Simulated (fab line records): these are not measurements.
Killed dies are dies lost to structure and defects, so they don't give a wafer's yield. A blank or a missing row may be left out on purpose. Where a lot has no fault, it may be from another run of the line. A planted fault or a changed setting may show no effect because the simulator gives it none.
Split-lot experiment || flow rit-cmos || on a route of 202 steps: 5 lots, 27 wafers read

== ON THE SPLIT ==
At RIT_ACTIVE_DEVELOP_10 (develop time 50 s), the setting develop-time-s was moved away from the recipe's 50 s on 12 of the 27 wafers read, by -52.4% to -17.6%. For the rest of the wafers, this setting stayed at what the recipe calls for.

== FROM THE SPLIT TO THE READING: what the file shows between them, 4 steps ==
- RIT_ACTIVE_CD_MEAS_11: target cd 1400 nm
- RIT_ACTIVE_HARDBAKE_12: time 60 s
- RIT_ACTIVE_ETCH_13: etches Si3N4 in SF6, stops on SiO2, time 210 s, target depth 210 nm
- RIT_ACTIVE_STRIP_14: strips in O2, time 180 s

== THE READING ==
cd-nm, in nm, at RIT_ACTIVE_CD_MEAS_90 (target cd 1400 nm). A value of 1400.0 nm with a standard deviation of 2.9 nm is what fault-free wafers of this fab line usually give.

{"wafer": "L076.1", "tool, chamber at the split": "litho-track-01, 0", "develop-time-s as run, s": 50, "against the recipe": "recipe", "cd-nm, nm": 1404.0, "against lot-mates on the recipe": "-"}
{"wafer": "L076.2", "tool, chamber at the split": "litho-track-01, 0", "develop-time-s as run, s": 50, "against the recipe": "recipe", "cd-nm, nm": 1403.4, "against lot-mates on the recipe": "-"}
{"wafer": "L076.3", "tool, chamber at the split": "litho-track-01, 0", "develop-time-s as run, s": 41.19, "against the recipe": "-17.6%", "cd-nm, nm": 1422.3, "against lot-mates on the recipe": "+19.1"}
{"wafer": "L076.4", "tool, chamber at the split": "litho-track-01, 0", "develop-time-s as run, s": 50, "against the recipe": "recipe", "cd-nm, nm": 1402.1, "against lot-mates on the recipe": "-"}
{"wafer": "L076.5", "tool, chamber at the split": "litho-track-01, 0", "develop-time-s as run, s": 41.19, "against the recipe": "-17.6%", "cd-nm, nm": 1424.3, "against lot-mates on the recipe": "+21.1"}
{"wafer": "L076.6", "tool, chamber at the split": "litho-track-01, 0", "develop-time-s as run, s": 41.19, "against the recipe": "-17.6%", "cd-nm, nm": 1422.6, "against lot-mates on the recipe": "+19.4"}
{"wafer": "L080.2", "tool, chamber at the split": "litho-track-04, 0", "develop-time-s as run, s": 50, "against the recipe": "recipe", "cd-nm, nm": 1399.8, "against lot-mates on the recipe": "-"}
{"wafer": "L080.4", "tool, chamber at the split": "litho-track-04, 0", "develop-time-s as run, s": 50, "against the recipe": "recipe", "cd-nm, nm": 1401.5, "against lot-mates on the recipe": "-"}
{"wafer": "L080.6", "tool, chamber at the split": "litho-track-04, 0", "develop-time-s as run, s": 50, "against the recipe": "recipe", "cd-nm, nm": 1399.1, "against lot-mates on the recipe": "-"}
{"wafer": "L081.1", "tool, chamber at the split": "litho-track-03, 0", "develop-time-s as run, s": 50, "against the recipe": "recipe", "cd-nm, nm": 1401.2, "against lot-mates on the recipe": "-"}
{"wafer": "L081.2", "tool, chamber at the split": "litho-track-03, 0", "develop-time-s as run, s": 50, "against the recipe": "recipe", "cd-nm, nm": 1400.3, "against lot-mates on the recipe": "-"}
{"wafer": "L081.3", "tool, chamber at the split": "litho-track-03, 0", "develop-time-s as run, s": 50, "against the recipe": "recipe", "cd-nm, nm": 1401.4, "against lot-mates on the recipe": "-"}
{"wafer": "L081.4", "tool, chamber at the split": "litho-track-03, 0", "develop-time-s as run, s": 23.79, "against the recipe": "-52.4%", "cd-nm, nm": 1485.6, "against lot-mates on the recipe": "+84.6"}
{"wafer": "L081.5", "tool, chamber at the split": "litho-track-03, 0", "develop-time-s as run, s": 23.79, "against the recipe": "-52.4%", "cd-nm, nm": 1485.1, "against lot-mates on the recipe": "+84.1"}
{"wafer": "L081.6", "tool, chamber at the split": "litho-track-03, 0", "develop-time-s as run, s": 23.79, "against the recipe": "-52.4%", "cd-nm, nm": 1484.7, "against lot-mates on the recipe": "+83.7"}
{"wafer": "L084.1", "tool, chamber at the split": "litho-track-04, 0", "develop-time-s as run, s": 50, "against the recipe": "recipe", "cd-nm, nm": 1402.3, "against lot-mates on the recipe": "-"}
{"wafer": "L084.2", "tool, chamber at the split": "litho-track-04, 0", "develop-time-s as run, s": 50, "against the recipe": "recipe", "cd-nm, nm": 1404.8, "against lot-mates on the recipe": "-"}
{"wafer": "L084.3", "tool, chamber at the split": "litho-track-04, 0", "develop-time-s as run, s": 50, "against the recipe": "recipe", "cd-nm, nm": 1405.6, "against lot-mates on the recipe": "-"}
{"wafer": "L084.4", "tool, chamber at the split": "litho-track-04, 0", "develop-time-s as run, s": 40.45, "against the recipe": "-19.1%", "cd-nm, nm": 1424.7, "against lot-mates on the recipe": "+20.5"}
{"wafer": "L084.5", "tool, chamber at the split": "litho-track-04, 0", "develop-time-s as run, s": 40.45, "against the recipe": "-19.1%", "cd-nm, nm": 1424.9, "against lot-mates on the recipe": "+20.7"}
{"wafer": "L084.6", "tool, chamber at the split": "litho-track-04, 0", "develop-time-s as run, s": 40.45, "against the recipe": "-19.1%", "cd-nm, nm": 1428.0, "against lot-mates on the recipe": "+23.8"}
{"wafer": "L085.1", "tool, chamber at the split": "litho-track-03, 0", "develop-time-s as run, s": 50, "against the recipe": "recipe", "cd-nm, nm": 1400.9, "against lot-mates on the recipe": "-"}
{"wafer": "L085.2", "tool, chamber at the split": "litho-track-03, 0", "develop-time-s as run, s": 25.43, "against the recipe": "-49.1%", "cd-nm, nm": 1475.9, "against lot-mates on the recipe": "+74.2"}
{"wafer": "L085.3", "tool, chamber at the split": "litho-track-03, 0", "develop-time-s as run, s": 25.43, "against the recipe": "-49.1%", "cd-nm, nm": 1476.4, "against lot-mates on the recipe": "+74.7"}
{"wafer": "L085.4", "tool, chamber at the split": "litho-track-03, 0", "develop-time-s as run, s": 25.43, "against the recipe": "-49.1%", "cd-nm, nm": 1477.5, "against lot-mates on the recipe": "+75.8"}
{"wafer": "L085.5", "tool, chamber at the split": "litho-track-03, 0", "develop-time-s as run, s": 50, "against the recipe": "recipe", "cd-nm, nm": 1401.7, "against lot-mates on the recipe": "-"}
{"wafer": "L085.6", "tool, chamber at the split": "litho-track-03, 0", "develop-time-s as run, s": 50, "against the recipe": "recipe", "cd-nm, nm": 1402.6, "against lot-mates on the recipe": "-"}

FIT RESULTS
A straight line over all 27 wafers: cd-nm changes by -1.54 nm for each +1% of develop-time-s; r = -1.00; the points scatter about the line by 3.1 nm.
The same after taking each lot's own level away (the mean of its wafers on the recipe; 27 wafers): -1.55 nm for each +1%; r = -0.99; scatter 3.7 nm.
On that fit, the largest move of develop-time-s shifts the reading by 81 nm.
From 1400.13 to 1404.23 nm: that is the span of the lots' own levels, equal to 1.4 times the standard deviation above.
The two slopes are in agreement: the lot-to-lot level therefore moves the slope only a little.
Check: with one of the wafers moved furthest among these (-52.4%) left out of the fit, the line predicts +79 nm for it against its lot-mates. Against them it came out at +84.6 nm.

== THE WHOLE CHAIN: every reading that the file lists as answering this split, in the file's order ==
{"step": "RIT_ACTIVE_CD_MEAS_11", "what it does": "target cd 1400 nm", "reading": "cd-nm", "change (the file's fit)": "-1.52 nm for each +1% of the setting", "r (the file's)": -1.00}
{"step": "RIT_ACTIVE_ETCH_13", "what it does": "etches Si3N4 in SF6, stops on SiO2, time 210 s, target depth 210 nm", "reading": "ACTIVE.cd-nm (the simulator's own value, which no gauge read)", "change (the file's fit)": "-1.51 nm for each +1% of the setting", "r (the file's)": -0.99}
{"step": "RIT_ACTIVE_CD_MEAS_90", "what it does": "target cd 1400 nm", "reading": "cd-nm", "change (the file's fit)": "-1.52 nm for each +1% of the setting", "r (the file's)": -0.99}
{"step": "RIT_M1_PROBE_99", "what it does": "", "reading": "etest.pplus-sal.width-nm (the simulator's own value, which no gauge read)", "change (the file's fit)": "-1.49 nm for each +1% of the setting", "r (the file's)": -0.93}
{"step": "RIT_M1_PROBE_99", "what it does": "", "reading": "etest.nplus-sal.width-nm (the simulator's own value, which no gauge read)", "change (the file's fit)": "-1.64 nm for each +1% of the setting", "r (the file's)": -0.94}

== FILE'S OWN FIT ==
cd-nm changes by -1.52 nm for each +1% of develop-time-s, r = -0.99.
